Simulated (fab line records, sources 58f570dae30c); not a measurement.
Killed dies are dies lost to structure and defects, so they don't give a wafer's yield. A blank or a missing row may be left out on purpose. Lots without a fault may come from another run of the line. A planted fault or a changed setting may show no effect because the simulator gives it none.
Which tool did it? | flow berkeley_cmos170 | 7 lots, 21 wafers sampled, at 1 step of a route of 331

WHAT THE GAUGES READ, wafer by wafer
UCB170_SDANNEAL_RS_MEAS_02: measures by four-point-probe.
lot  | measured     | on            | PSD_RS (ohm/sq)
L897 | day 7 06:38  | film_metro-01 | 75.35 75.29 75.83
L898 | day 7 11:04  | film_metro-01 | 75.21 75.52 75.19
L902 | day 8 21:43  | film_metro-01 | 75.72 76.00 75.61
L903 | day 8 22:13  | film_metro-04 | 75.46 75.74 75.62
L906 | day 9 15:29  | film_metro-01 | 75.29 75.30 75.38
L914 | day 11 06:31 | film_metro-03 | 75.41 75.65 75.72
L917 | day 11 17:05 | film_metro-01 | 75.16 75.31 75.64

WHICH TOOL RAN EACH LOT (tool, then ch and the chambers of the sampled wafers, then the start)
The record holds no process step before these readings.

THE ANSWER, worked out from the rows above alone
Rule: what is usual is taken from the lots themselves. Put in order of their means at a reading, lots are off if they are a third of the lots or fewer, leave a main group of 4 or more, and stand apart from it by a gap of 3 or more times the standard deviation of the main group's means; of several such gaps the widest counts. A main group whose means are all the same, to the digits that the tables above print for the reading, isn't used. A lot without any number at a reading at which 4 lots or more have one is off too. The other lots that the step has rows for count as sound.
No lot is off at any reading shown: from this, nothing can be told.

WHAT THE SIMULATOR HAD PUT IN
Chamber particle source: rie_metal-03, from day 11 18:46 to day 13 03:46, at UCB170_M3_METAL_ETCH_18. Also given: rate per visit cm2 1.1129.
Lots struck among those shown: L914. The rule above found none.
